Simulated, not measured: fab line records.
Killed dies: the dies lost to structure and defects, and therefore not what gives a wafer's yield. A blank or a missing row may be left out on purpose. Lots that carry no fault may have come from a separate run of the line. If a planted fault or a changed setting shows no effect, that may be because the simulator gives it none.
The tool behind it: which one? || flow rit cmos || Sampling: 15 lots, 45 wafers, 4 of 202 route steps

== WHAT THE GAUGES READ, wafer by wafer ==
RIT_NWELL_OVL_MEAS_06.
{"lot": "L384", "measured": "day 1 22:43", "on": "overlay-01", "NWELL_OVL (nm)": "-1.3 1.0 0.6"}
{"lot": "L385", "measured": "day 2 02:43", "on": "overlay-01", "NWELL_OVL (nm)": "1.4 0.4 1.1"}
{"lot": "L388", "measured": "day 2 22:00", "on": "overlay-02", "NWELL_OVL (nm)": "1.5 1.3 1.0"}
{"lot": "L392", "measured": "day 3 14:23", "on": "overlay-01", "NWELL_OVL (nm)": "2.2 2.1 3.8"}
{"lot": "L398", "measured": "day 4 20:44", "on": "overlay-02", "NWELL_OVL (nm)": "-2.0 -1.3 -1.3"}
{"lot": "L399", "measured": "day 5 00:15", "on": "overlay-01", "NWELL_OVL (nm)": "-2.2 -3.0 -2.3"}
{"lot": "L400", "measured": "day 5 07:25", "on": "overlay-01", "NWELL_OVL (nm)": "-0.3 -0.5 -0.9"}
{"lot": "L401", "measured": "day 5 11:31", "on": "overlay-02", "NWELL_OVL (nm)": "-2.7 -3.6 -3.0"}
{"lot": "L403", "measured": "day 5 21:01", "on": "overlay-02", "NWELL_OVL (nm)": "0.6 1.9 -0.1"}
{"lot": "L404", "measured": "day 6 01:18", "on": "overlay-02", "NWELL_OVL (nm)": "-0.7 0.2 0.1"}
{"lot": "L406", "measured": "day 6 13:46", "on": "overlay-01", "NWELL_OVL (nm)": "-1.3 -2.6 -1.6"}
{"lot": "L407", "measured": "day 6 21:16", "on": "overlay-01", "NWELL_OVL (nm)": "1.4 1.3 -0.2"}

RIT_PRETRO_OVL_MEAS_06.
{"lot": "L384", "measured": "day 2 08:52", "on": "overlay-01", "PRETRO_OVL (nm)": "-1.9 -1.1 0.0"}
{"lot": "L385", "measured": "day 2 13:10", "on": "overlay-01", "PRETRO_OVL (nm)": "0.1 -1.1 -1.3"}
{"lot": "L388", "measured": "day 3 08:10", "on": "overlay-02", "PRETRO_OVL (nm)": "-1.4 -0.4 -0.7"}
{"lot": "L392", "measured": "day 4 01:23", "on": "overlay-01", "PRETRO_OVL (nm)": "-0.6 -1.9 -1.7"}
{"lot": "L398", "measured": "day 5 07:25", "on": "overlay-02", "PRETRO_OVL (nm)": "-0.5 -0.3 0.4"}
{"lot": "L399", "measured": "day 5 10:27", "on": "overlay-01", "PRETRO_OVL (nm)": "1.3 2.4 2.1"}
{"lot": "L400", "measured": "day 5 17:50", "on": "overlay-02", "PRETRO_OVL (nm)": "-1.8 0.1 -1.2"}
{"lot": "L401", "measured": "day 5 22:00", "on": "overlay-01", "PRETRO_OVL (nm)": "0.5 0.3 0.4"}
{"lot": "L403", "measured": "day 6 07:15", "on": "overlay-01", "PRETRO_OVL (nm)": "-0.3 -0.5 -1.9"}
{"lot": "L404", "measured": "day 6 11:28", "on": "overlay-02", "PRETRO_OVL (nm)": "-3.0 -2.1 -3.6"}
{"lot": "L406", "measured": "day 7 02:08", "on": "overlay-02", "PRETRO_OVL (nm)": "0.3 2.0 1.1"}
{"lot": "L407", "measured": "day 7 08:40", "on": "overlay-01", "PRETRO_OVL (nm)": "-1.5 -2.8 -1.4"}

RIT_PSD_OVL_MEAS_06.
{"lot": "L384", "measured": "day 3 03:08", "on": "overlay-01", "PSD_OVL (nm)": "1.7 2.9 4.1"}
{"lot": "L385", "measured": "day 3 07:14", "on": "overlay-01", "PSD_OVL (nm)": "1.0 -0.4 0.6"}
{"lot": "L388", "measured": "day 4 02:23", "on": "overlay-01", "PSD_OVL (nm)": "-2.2 1.5 1.4"}
{"lot": "L392", "measured": "day 4 19:11", "on": "overlay-01", "PSD_OVL (nm)": "2.2 0.2 -0.8"}
{"lot": "L398", "measured": "day 6 00:11", "on": "overlay-01", "PSD_OVL (nm)": "-3.7 -1.3 -2.4"}
{"lot": "L399", "measured": "day 6 04:31", "on": "overlay-02", "PSD_OVL (nm)": "0.5 -0.7 -1.1"}
{"lot": "L400", "measured": "day 6 11:02", "on": "overlay-01", "PSD_OVL (nm)": "-0.6 -0.4 -0.9"}
{"lot": "L401", "measured": "day 6 14:48", "on": "overlay-01", "PSD_OVL (nm)": "-0.2 1.3 0.2"}
{"lot": "L403", "measured": "day 7 07:31", "on": "overlay-02", "PSD_OVL (nm)": "0.6 1.4 0.2"}
{"lot": "L404", "measured": "day 7 11:06", "on": "overlay-02", "PSD_OVL (nm)": "-1.3 -0.7 -0.5"}
{"lot": "L406", "measured": "day 7 21:02", "on": "overlay-01", "PSD_OVL (nm)": "-0.9 -2.1 -1.8"}
{"lot": "L407", "measured": "day 8 05:27", "on": "overlay-02", "PSD_OVL (nm)": "-0.5 -0.3 -1.4"}

== WHAT TOOL EACH LOT RAN ON (gives the tool, then ch and the chambers of the sampled wafers, and finally the start) ==
{"lot": "L384", "RIT_ACTIVE_OXIDATION_01": "furnace-04 ch 0, day 1 10:07"}
{"lot": "L385", "RIT_ACTIVE_OXIDATION_01": "furnace-03 ch 0, day 1 15:59"}
{"lot": "L388", "RIT_ACTIVE_OXIDATION_01": "furnace-03 ch 0, day 2 08:34"}
{"lot": "L389", "RIT_ACTIVE_OXIDATION_01": "furnace-03, day 2 11:07"}
{"lot": "L390", "RIT_ACTIVE_OXIDATION_01": "furnace-01, day 2 16:56"}
{"lot": "L391", "RIT_ACTIVE_OXIDATION_01": "furnace-03, day 2 22:04"}
{"lot": "L392", "RIT_ACTIVE_OXIDATION_01": "furnace-03 ch 0, day 3 02:07"}
{"lot": "L398", "RIT_ACTIVE_OXIDATION_01": "furnace-04 ch 0, day 4 09:09"}
{"lot": "L399", "RIT_ACTIVE_OXIDATION_01": "furnace-04 ch 0, day 4 13:53"}
{"lot": "L400", "RIT_ACTIVE_OXIDATION_01": "furnace-01 ch 0, day 4 18:29"}
{"lot": "L401", "RIT_ACTIVE_OXIDATION_01": "furnace-03 ch 0, day 5 00:11"}
{"lot": "L403", "RIT_ACTIVE_OXIDATION_01": "furnace-04 ch 0, day 5 09:07"}
{"lot": "L404", "RIT_ACTIVE_OXIDATION_01": "furnace-01 ch 0, day 5 14:49"}
{"lot": "L406", "RIT_ACTIVE_OXIDATION_01": "furnace-03 ch 0, day 6 00:10"}
{"lot": "L407", "RIT_ACTIVE_OXIDATION_01": "furnace-03 ch 0, day 6 05:59"}
- RIT_ACTIVE_OXIDATION_01: target thk 46.8 nm, ox time 3360 s.

== AS READ BY THE TOOLS THEMSELVES (means over the sampled wafers that have a number; for cases with no such wafer, the mark the record gives instead) ==
RIT_ACTIVE_OXIDATION_01.
{"lot": "L384", "tool": "furnace-04", "ox temp c (C)": 1007.7, "ox temp c max": 1014.2}
{"lot": "L385", "tool": "furnace-03", "ox temp c (C)": 1006.8, "ox temp c max": 1011.0}
{"lot": "L388", "tool": "furnace-03", "ox temp c (C)": 1007.4, "ox temp c max": 1011.3}
{"lot": "L389", "tool": "furnace-03", "ox temp c (C)": "-", "ox temp c max": "-"}
{"lot": "L390", "tool": "furnace-01", "ox temp c (C)": "-", "ox temp c max": "-"}
{"lot": "L391", "tool": "furnace-03", "ox temp c (C)": "-", "ox temp c max": "-"}
{"lot": "L392", "tool": "furnace-03", "ox temp c (C)": 1007.2, "ox temp c max": 1011.1}
{"lot": "L398", "tool": "furnace-04", "ox temp c (C)": 1006.7, "ox temp c max": 1013.8}
{"lot": "L399", "tool": "furnace-04", "ox temp c (C)": 1007.0, "ox temp c max": 1014.8}
{"lot": "L400", "tool": "furnace-01", "ox temp c (C)": 1007.2, "ox temp c max": 1013.9}
{"lot": "L401", "tool": "furnace-03", "ox temp c (C)": 1006.9, "ox temp c max": 1011.1}
{"lot": "L403", "tool": "furnace-04", "ox temp c (C)": 1006.8, "ox temp c max": 1013.4}
{"lot": "L404", "tool": "furnace-01", "ox temp c (C)": 1007.2, "ox temp c max": 1013.6}
{"lot": "L406", "tool": "furnace-03", "ox temp c (C)": 1007.6, "ox temp c max": 1012.4}
{"lot": "L407", "tool": "furnace-03", "ox temp c (C)": 1006.5, "ox temp c max": 1010.9}

== THE ANSWER, worked out from the rows above alone ==
Rule: what is usual is taken from the lots themselves. Put in order of their means at a reading, lots are off if they are a third of the lots or fewer, leave a main group of 4 or more, and stand apart from it by a gap of 3 or more times the standard deviation of the main group's means; of several such gaps the widest counts. A main group is skipped when, at the precision printed for the reading in the tables above, its means are all equal. Also off: a lot with no number at a reading for which 4 or more lots have one. Where the step has rows for the other lots, those lots are counted as sound. The gauges are gone through in route order, then the tools' own readings, and for those a lot's mean is taken as printed above. The first step at which some lot is off is used, and at that step the reading that is off furthest; a lot without a number counts as furthest.
Off at RIT_ACTIVE_OXIDATION_01 (ox temp c): L389, L390, L391. Without a number there: L389, L390, L391. The main group has a mean of 1007.1 C with a standard deviation of 0.35.
A tool fits if, at that step or a process step before it, it ran every lot that is off, and no sound lot after the first of them. None of those tried fits.

== WHAT THE SIMULATOR HAD INSERTED ==
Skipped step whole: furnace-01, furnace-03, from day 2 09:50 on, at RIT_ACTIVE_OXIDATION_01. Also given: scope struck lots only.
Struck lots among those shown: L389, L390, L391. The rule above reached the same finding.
